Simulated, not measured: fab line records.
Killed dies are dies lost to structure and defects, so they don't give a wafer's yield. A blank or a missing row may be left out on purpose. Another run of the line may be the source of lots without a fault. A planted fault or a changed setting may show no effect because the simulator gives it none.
A struck lot beside a sound one -- flow berkeley-cmos170 -- 14 steps out of a route of 331
Sound: wafers L634.1, L634.2, L634.6. Wafers L640.1, L640.3, L640.5 were the ones struck. At the end, the cause is stated.
Order at every step that has rows: each side's tool, ch and its chambers, its first start. Under that, the readings that differ: sound wafers -- struck wafers -- difference of the means -- sigmas: that difference in standard deviations of wafers without a fault.
alike: same words and numbers on both sides, and readings whose means sit less than 2 such deviations apart. not compared: any withheld reading, any reading some wafer has no value for, any bound like >300 that may hide the same value, and any number with overlapping values for which the record gives no deviation.
The two part at a step that has a row with sigmas, a row that says differs or no value, or rows on one side only. Numbers that have no deviation but don't overlap get no sigmas and don't part them. A reading missing from all wafers of one side parts the sides only when that side holds two or more wafers.

first, 2 steps without rows for these wafers: UCB170_ACTIVE_ANNEAL_04 (time 900 s); UCB170_ACTIVE_CVD_05 (deposits Si3N4 from SiH2Cl2/NH3, target thk 220 nm, time 3300 s).
UCB170_ACTIVE_THK_MEAS_06:
  sound on film-metro-02, day 5 04:59; struck on film-metro-04, day 6 06:59
  alike: ACTIVE_NITRIDE_THK
then, 6 steps without rows for these wafers: UCB170_ACTIVE_HMDS_07 (prime time 60 s); UCB170_ACTIVE_COAT_08 (resist thk 900 nm); UCB170_ACTIVE_SOFTBAKE_09 (time 60 s); UCB170_ACTIVE_EXPOSE_10 (exposes mask ACTIVE, target cd 1200 nm); UCB170_ACTIVE_PEB_11; UCB170_ACTIVE_DEVELOP_12 (develop time 45 s).
UCB170_ACTIVE_CD_MEAS_13: target cd 1200 nm.
  sound on cd-sem-02, day 5 05:55; struck on cd-sem-01, day 6 08:01
  alike: cd-nm
UCB170_ACTIVE_OVL_MEAS_14:
  sound on overlay-02, day 5 06:02; struck on overlay-02, day 6 08:08
  alike: ACTIVE_OVL
UCB170_ACTIVE_ETCH_15: etches Si3N4 in CH3F/Ar/O2, stops on SiO2, target depth 242 nm, time 151 s.
  sound on rie-diel-01 ch 0,2, day 5 06:04; struck on rie-diel-01 ch 2,3, day 6 08:10
  alike: chamber-pressure-mTorr, drypump-motor-current-A, oes-product-au, throttle-valve-pct
  not compared: rf-hours-counter-h
UCB170_ACTIVE_STRIP_16: strips in O2.
  sound on plasma-asher-02 ch 0,1, day 5 06:10; struck on plasma-asher-03 ch 0,1, day 6 08:16
  no value came back on the struck wafers for chamber-pressure-mTorr (mTorr), drypump-motor-current-A (A), oes-product-au (a.u.), strip-time-to-endpoint-s (s); on the sound wafers chamber-pressure-mTorr (mTorr) reads 3502 3499 3503
reading,sound,struck,difference,sigmas
model.KrF_of_ACTIVE_COAT_08.thk-nm (nm),0 0 0,725.6 723.9 726.5,+725.3,
  not compared: rf-hours-counter-h
UCB170_ACTIVE_CD_MEAS_90: target cd 1200 nm.
  sound on cd-sem-01, day 5 06:16; struck on cd-sem-02, day 6 08:22
  alike: cd-nm

## WHERE THEY PART
UCB170_ACTIVE_STRIP_16 only, going by this record. Later steps at which nothing parts them and some readings are alike: UCB170_ACTIVE_CD_MEAS_90.

WHY: the cause the simulator had injected
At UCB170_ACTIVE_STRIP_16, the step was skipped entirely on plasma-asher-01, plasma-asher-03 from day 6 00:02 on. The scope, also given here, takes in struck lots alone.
